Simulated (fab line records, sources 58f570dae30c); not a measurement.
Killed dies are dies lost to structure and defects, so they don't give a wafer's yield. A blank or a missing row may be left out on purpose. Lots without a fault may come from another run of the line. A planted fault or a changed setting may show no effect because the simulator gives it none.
Which tool did it? | flow berkeley_cmos170 | 14 lots, 42 wafers sampled, at 4 steps of a route of 331

WHAT THE GAUGES READ, wafer by wafer
UCB170_PWELL_THK_MEAS_06. Usual: PWELL_NITRIDE_THK 215.1 nm, standard deviation 2.3.
lot  | measured    | on            | PWELL_NITRIDE_THK (nm) | flag
L821 | day 2 20:52 | film_metro-01 | 213.8 215.2 214.1      |
L822 | day 3 05:52 | film_metro-01 | 219.0 220.7 218.6      |
L823 | day 3 14:02 | film_metro-01 | 216.0 216.3 216.3      |
L825 | day 3 21:23 | film_metro-04 | 215.0 215.2 216.5      |
L824 | day 3 21:24 | film_metro-01 | 214.4 214.6 215.5      |
L826 | day 4 03:12 | film_metro-01 | 213.3 214.4 213.7      |
L829 | day 4 18:34 | film_metro-01 | 215.3 215.9 217.0      |
L831 | day 5 08:49 | film_metro-01 | 216.0 212.7 214.9      |
L835 | day 6 03:31 | film_metro-04 | 217.5 219.2 217.6      |
L837 | day 6 14:20 | film_metro-04 | 212.6 213.7 212.9      |
L839 | day 6 20:16 | film_metro-01 | 218.9 221.3 218.9      |
L838 | day 6 20:17 | film_metro-03 | 212.1 212.4 212.4      |
L842 | day 7 13:28 | film_metro-03 | 214.7 217.1 214.8      |
L843 | day 8 00:56 | film_metro-04 | 216.7 216.7 215.7      |

UCB170_FIELD_THK_MEAS_02. Usual: FIELD_OXIDE_THK 560 nm, standard deviation 11.
lot  | measured    | on            | FIELD_OXIDE_THK (nm) | flag
L821 | day 4 09:08 | film_metro-01 | 555 547 544          |
L822 | day 4 16:01 | film_metro-04 | 552 557 565          |
L823 | day 5 02:24 | film_metro-04 | 550 549 542          |
L825 | day 5 07:04 | film_metro-03 | 568 566 561          |
L824 | day 5 07:05 | film_metro-01 | 554 560 559          |
L826 | day 5 15:47 | film_metro-03 | 579 566 572          |
L829 | day 6 09:29 | film_metro-01 | 548 555 554          |
L831 | day 6 22:47 | film_metro-01 | 564 572 568          |
L835 | day 7 20:25 | film_metro-01 | 543 545 552          |
L837 | day 8 06:05 | film_metro-01 | 556 562 562          |
L839 | day 8 12:54 | film_metro-03 | 578 576 572          |
L838 | day 8 12:55 | film_metro-01 | 584 586 589          |
L842 | day 9 04:34 | film_metro-01 | 564 561 575          |
L843 | day 9 11:31 | film_metro-01 | 551 557 561          |

UCB170_PLDD_CD_MEAS_06: target cd 1200 nm. Usual: cd_nm 1200.2 nm, standard deviation 1.3.
lot  | measured     | on        | cd_nm (nm)           | flag
L821 | day 5 21:57  | cd_sem-02 | 1199.7 1200.1 1200.4 |
L822 | day 6 07:51  | cd_sem-02 | 1201.9 1200.3 1200.3 |
L823 | day 6 15:15  | cd_sem-01 | 1198.6 1197.4 1197.4 |
L825 | day 6 20:15  | cd_sem-02 | 1201.2 1199.0 1198.3 |
L824 | day 6 20:53  | cd_sem-02 | 1202.3 1201.0 1202.1 |
L826 | day 7 09:05  | cd_sem-02 | 1198.0 1201.0 1200.3 |
L829 | day 7 23:34  | cd_sem-02 | 1201.4 1201.5 1200.4 |
L831 | day 8 14:17  | cd_sem-02 | 1199.9 1199.3 1200.0 |
L835 | day 9 08:16  | cd_sem-02 | 1201.2 1201.2 1199.6 |
L837 | day 9 16:47  | cd_sem-01 | 1198.4 1199.6 1198.5 |
L839 | day 10 01:45 | cd_sem-02 | 1201.0 1201.8 1201.4 |
L838 | day 10 01:52 | cd_sem-01 | 1200.5 1200.1 1199.5 |
L842 | day 10 16:42 | cd_sem-02 | 1199.2 1200.4 1199.0 |
L843 | day 10 21:03 | cd_sem-02 | 1200.1 1199.2 1200.1 |

WHICH TOOL RAN EACH LOT (tool, then ch and the chambers of the sampled wafers, then the start)
lot  | UCB170_PVT_IMPLANT_07
L821 | implanter-01 ch 0, day 5 08:48
L822 | implanter-02 ch 0, day 5 18:05
L823 | implanter-02 ch 0, day 5 23:55
L825 | implanter-03 ch 0, day 6 06:27
L824 | implanter-01 ch 0, day 6 06:35
L826 | implanter-01 ch 0, day 6 16:11
L829 | implanter-02 ch 0, day 7 09:22
L831 | implanter-01 ch 0, day 8 01:05
L835 | implanter-01 ch 0, day 8 19:07
L837 | implanter-03 ch 0, day 9 05:51
L839 | implanter-03 ch 0, day 9 11:51
L838 | implanter-02 ch 0, day 9 11:51
L842 | implanter-02 ch 0, day 10 01:11
L843 | implanter-03 ch 0, day 10 08:49
- UCB170_PVT_IMPLANT_07

WHAT THE TOOLS THEMSELVES READ (means of the sampled wafers that have a number; where no wafer has one, the mark that the record gives instead)
UCB170_PVT_IMPLANT_07. Usual: dose_ions_cm2 1.9997e+12, standard deviation 2e+09.
lot  | tool         | dose_ions_cm2 | flag
L821 | implanter-01 | 1.9993e+12    |
L822 | implanter-02 | 1.9979e+12    |
L823 | implanter-02 | 2.0003e+12    |
L825 | implanter-03 | 1.9995e+12    |
L824 | implanter-01 | 1.9987e+12    |
L826 | implanter-01 | 1.9983e+12    |
L829 | implanter-02 | 1.9970e+12    |
L831 | implanter-01 | 2.0371e+12    | OFF
L835 | implanter-01 | 2.0372e+12    | OFF
L837 | implanter-03 | 2.0004e+12    |
L839 | implanter-03 | 2.0003e+12    |
L838 | implanter-02 | 2.0005e+12    |
L842 | implanter-02 | 1.9998e+12    |
L843 | implanter-03 | 2.0013e+12    |

THE ANSWER, worked out from the rows above alone
Rule: a lot is off if the mean of its wafers that have a number lies more than 3 standard deviations from the usual mean. A lot without any number at a reading at which 4 lots or more have one is off too. The other lots that the step has rows for count as sound. The gauges are gone through in route order, then the tools' own readings, and for those a lot's mean is taken as printed above. The first step at which some lot is off is used, and at that step the reading that is off furthest; a lot without a number counts as furthest.
Off: L831, L835, at UCB170_PVT_IMPLANT_07 (dose_ions_cm2).
A tool fits if, at that step or a process step before it, it ran every lot that is off, and no sound lot after the first of them. One fits: implanter-01 at UCB170_PVT_IMPLANT_07. Its last sound lot is L826 (day 6 16:11), its first lot that is off L831 (day 8 01:05): a fault that began between those two fits.
The tool's own readings at UCB170_PVT_IMPLANT_07 bear it out: on the lots that are off they differ by more than 5 times the standard deviation of the sound lots' means. dose_ions_cm2 reads 2.0372e+12 there against 1.9994e+12 on the sound lots.

WHAT THE SIMULATOR HAD PUT IN
Process parameter drift: implanter-01, from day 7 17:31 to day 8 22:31, at UCB170_PVT_IMPLANT_07. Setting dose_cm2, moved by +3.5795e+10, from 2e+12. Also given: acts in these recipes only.
Lots struck among those shown: L831, L835. The rule above found the same.
